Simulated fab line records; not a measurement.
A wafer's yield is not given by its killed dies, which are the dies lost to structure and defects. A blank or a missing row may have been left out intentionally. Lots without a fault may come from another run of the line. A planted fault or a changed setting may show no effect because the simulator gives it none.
The tool behind it: which one?	flow rit_cmos	14 lots, 42 wafers sampled, at 5 steps of a route of 202

== WHAT EACH GAUGE READ, for each wafer ==
RIT_FOX1_THK_MEAS_01.
lot	measured	on	FOX1_OXIDE_THK (nm)
L861	day 1 18:23	film_metro-01	366 360 361
L862	day 1 21:49	film_metro-02	342 341 342
L863	day 2 03:13	film_metro-01	369 363 363
L864	day 2 09:03	film_metro-04	343 349 345
L865	day 2 13:33	film_metro-01	350 357 352
L866	day 2 18:47	film_metro-02	349 352 350
L867	day 3 00:08	film_metro-01	343 347 344
L870	day 3 14:44	film_metro-04	356 349 354
L871	day 3 18:55	film_metro-02	354 356 350
L872	day 3 23:53	film_metro-04	353 353 355
L873	day 4 04:49	film_metro-04	355 352 354
L875	day 4 16:43	film_metro-01	351 353 353
L876	day 4 21:54	film_metro-01	359 361 361
L883	day 6 06:59	film_metro-04	357 360 360

RIT_CONTACT_CD_MEAS_08 targets a cd of 1000 nm.
lot	measured	on	cd_nm (nm)
L861	day 3 04:38	cd_sem-02	998.8 999.2 1000.4
L862	day 3 09:39	cd_sem-01	1002.9 1001.7 1000.8
L863	day 3 15:04	cd_sem-02	996.2 998.3 995.2
L864	day 3 18:39	cd_sem-02	999.1 1000.2 998.5
L865	day 4 00:55	cd_sem-02	1000.1 999.5 997.8
L866	day 4 07:59	cd_sem-02	1002.5 1002.3 1001.8
L867	day 4 10:10	cd_sem-02	1004.5 1003.9 1002.9
L870	day 5 06:34	cd_sem-01	998.1 1000.1 998.9
L871	day 5 08:17	cd_sem-02	1000.5 1003.6 1001.5
L872	day 5 11:36	cd_sem-02	997.6 997.8 997.5
L873	day 5 16:37	cd_sem-01	999.1 998.2 996.2
L875	day 6 08:33	cd_sem-01	999.3 1001.5 998.8
L876	day 6 11:07	cd_sem-01	991.6 989.6 990.1
L883	day 7 17:36	cd_sem-01	988.7 989.5 992.7

RIT_CONTACT_OVL_MEAS_09.
lot	measured	on	CONTACT_OVL (nm)
L861	day 3 04:44	overlay-02	2.4 2.3 -0.4
L862	day 3 09:46	overlay-02	0.5 1.4 2.0
L863	day 3 15:11	overlay-02	1.6 1.3 0.9
L864	day 3 18:46	overlay-02	2.2 2.1 2.7
L865	day 4 01:02	overlay-01	1.2 2.5 2.0
L866	day 4 08:06	overlay-01	0.4 0.8 -0.8
L867	day 4 10:17	overlay-01	-0.4 -1.4 0.0
L870	day 5 06:41	overlay-02	-0.6 0.0 -0.8
L871	day 5 08:24	overlay-02	0.0 1.5 1.0
L872	day 5 11:43	overlay-01	0.3 1.8 1.4
L873	day 5 16:44	overlay-01	2.0 1.3 0.8
L875	day 6 08:40	overlay-01	0.6 1.0 0.1
L876	day 6 11:13	overlay-02	-1.7 -1.6 -2.7
L883	day 7 17:42	overlay-01	1.7 3.5 2.8

RIT_M1_OVL_MEAS_10.
lot	measured	on	M1_OVL (nm)
L861	day 3 07:23	overlay-02	0.2 0.4 -0.3
L862	day 3 12:29	overlay-01	2.2 3.1 2.9
L863	day 3 17:47	overlay-02	0.9 2.5 0.3
L864	day 3 21:28	overlay-01	-0.7 -3.5 -0.6
L865	day 4 03:46	overlay-01	-0.1 1.1 -1.3
L866	day 4 10:44	overlay-01	2.6 1.4 0.9
L867	day 4 12:59	overlay-02	-1.4 0.7 -1.5
L870	day 5 09:19	overlay-01	1.7 0.3 -2.0
L871	day 5 11:04	overlay-02	0.3 -2.2 -1.7
L872	day 5 14:17	overlay-02	-1.5 1.9 0.8
L873	day 5 19:22	overlay-01	-1.0 -1.6 -0.8
L875	day 6 11:19	overlay-01	1.4 2.6 1.7
L876	day 6 13:44	overlay-01	2.8 2.7 1.3
L883	day 7 20:12	overlay-02	0.4 -2.1 -1.8

== WHICH TOOL RAN EACH LOT (tool, then ch and the chambers of the sampled wafers, then the start) ==
lot	RIT_CONTACT_DEVELOP_07
L861	litho_track-02 ch 0, day 3 04:00
L862	litho_track-02 ch 0, day 3 09:00
L863	litho_track-03 ch 0, day 3 14:00
L864	litho_track-02 ch 0, day 3 18:00
L865	litho_track-03 ch 0, day 4 00:00
L866	litho_track-02 ch 0, day 4 07:00
L867	litho_track-01 ch 0, day 4 09:00
L870	litho_track-01 ch 0, day 5 06:00
L871	litho_track-02 ch 0, day 5 08:00
L872	litho_track-03 ch 0, day 5 11:00
L873	litho_track-02 ch 0, day 5 16:00
L875	litho_track-01 ch 0, day 6 08:00
L876	litho_track-02 ch 0, day 6 10:00
L883	litho_track-02 ch 0, day 7 17:00
- RIT_CONTACT_DEVELOP_07: develop time 120 s.

== AS READ BY THE TOOLS THEMSELVES (means over the sampled wafers that have a number; for cases with no such wafer, the mark the record gives instead) ==
RIT_CONTACT_DEVELOP_07.
lot	tool	resist_line_temp_C (C)
L861	litho_track-02	23.11
L862	litho_track-02	23.15
L863	litho_track-03	22.93
L864	litho_track-02	22.89
L865	litho_track-03	23.07
L866	litho_track-02	22.95
L867	litho_track-01	23.04
L870	litho_track-01	22.94
L871	litho_track-02	23.05
L872	litho_track-03	23.07
L873	litho_track-02	22.96
L875	litho_track-01	22.99
L876	litho_track-02	23.08
L883	litho_track-02	23.11

== THE ANSWER, worked out from the rows above alone ==
Rule: usual is defined by the lots themselves. The widest of any qualifying gaps counts: lots, ordered by their means at a reading, are off when they make up no more than a third of the lots, leave a main group of 4 or more, and stand apart from it by 3 or more times the standard deviation of that group's means. If all means in a main group match to the digits the tables above print for the reading, that group is not used. A lot without any number at a reading at which 4 lots or more have one is off too. All remaining lots with rows at the step are treated as sound. After the gauges, taken in route order, come the tools' own readings; for these a lot's mean is taken, as printed above. The first step at which some lot is off is used, and at that step the reading that is off furthest; a lot without a number counts as furthest.
Off: L876, L883, at RIT_CONTACT_CD_MEAS_08 (cd_nm). The main group has a mean of 999.9 nm with a standard deviation of 2.
If a tool, at a process step before that reading, ran all the lots that are off and no sound lot after the first of them, it fits. Gauges at RIT_CONTACT_CD_MEAS_08: tried the same way as those tools. Can't be told from this: 2 tools fit, litho_track-02 at RIT_CONTACT_DEVELOP_07, cd_sem-01 at RIT_CONTACT_CD_MEAS_08.

== WHAT THE SIMULATOR HAD INSERTED ==
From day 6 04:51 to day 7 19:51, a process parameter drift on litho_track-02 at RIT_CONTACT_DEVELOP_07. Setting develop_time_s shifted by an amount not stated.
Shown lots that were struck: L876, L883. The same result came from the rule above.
